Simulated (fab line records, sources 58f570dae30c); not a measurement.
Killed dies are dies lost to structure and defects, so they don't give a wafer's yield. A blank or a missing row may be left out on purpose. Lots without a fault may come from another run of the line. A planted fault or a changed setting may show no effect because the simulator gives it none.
One fault seen from 2 desks | flow berkeley_cmos170 | each desk has only its own numbers; what lay behind them comes last

THE METROLOGY DESK
What the gauges read, lot by lot, whatever tool the lot ran on: means of the sampled wafers that have a number. A lot is out of limits, marked OUT, if its mean lies more than 4 standard deviations from the usual mean; the brackets give that distance.
Columns: A = cd_nm at UCB170_PLDD_CD_MEAS_06, usual 1200.6 nm
lot  | first seen here | A
L418 | day 7 15:56     | 1202.1
L419 | day 7 16:04     | 1200.0
L422 | day 8 03:59     | 1199.9
L424 | day 8 04:31     | 1201.1
L421 | day 8 04:47     | 1201.0
L420 | day 8 05:10     | 1200.5
L427 | day 8 20:26     | 1201.2
L425 | day 8 20:32     | 1199.4
L430 | day 9 15:53     | 1201.6
L428 | day 9 16:13     | 1187.9 (-9.7) OUT
L429 | day 9 16:27     | 1187.5 (-10) OUT
L431 | day 9 17:14     | 1186.0 (-11) OUT
L432 | day 10 02:08    | 1200.9
L438 | day 11 00:38    | 1201.7
L441 | day 11 16:20    | 1201.3
This desk's finding: out of limits on L428, L429, L431; first on L428, day 9 16:13 (cd_nm at UCB170_PLDD_CD_MEAS_06). In limits: L418, L419, L422, L424, L421, L420, L427, L425, L430, L432, L438, L441.

THE TOOL OWNER'S DESK: krf_scanner-02
The tool's own readings at UCB170_PLDD_EXPOSE_03 (exposes mask PSELECT, target cd 1200 nm): means of the sampled wafers that have a number, for each lot that ran on this tool. A lot is out of limits, marked OUT, if its mean lies more than 4 standard deviations from the usual mean; the brackets give that distance.
Columns: A = exposure_dose_mJ_cm2 at UCB170_PLDD_EXPOSE_03, usual 29.98
lot  | first seen here | A
L421 | day 8 03:55     | 29.98
L420 | day 8 04:24     | 30.01
L427 | day 8 19:53     | 29.99
L425 | day 8 20:01     | 29.97
L430 | day 9 15:08     | 30.02
L428 | day 9 15:26     | 27.88 (-68) OUT
L429 | day 9 15:37     | 27.90 (-67) OUT
L431 | day 9 15:57     | 27.92 (-67) OUT
This desk's finding: out of limits on L428, L429, L431; first on L428, day 9 15:26 (exposure_dose_mJ_cm2 at UCB170_PLDD_EXPOSE_03). In limits: L421, L420, L427, L425, L430.

PUT TOGETHER
The tool owner's desk could have raised an alarm at day 9 15:26, on L428, L429, L431.
The metrology desk could have raised an alarm at day 9 16:13, on L428, L429, L431.
Of the lots named, all ran UCB170_PLDD_EXPOSE_03 on krf_scanner-02.

WHAT THE SIMULATOR HAD PUT IN
Process parameter drift: krf_scanner-02, from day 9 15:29 on, at UCB170_PLDD_EXPOSE_03. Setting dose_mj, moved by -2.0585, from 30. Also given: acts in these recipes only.
Lots struck among those shown: L428, L429, L431.
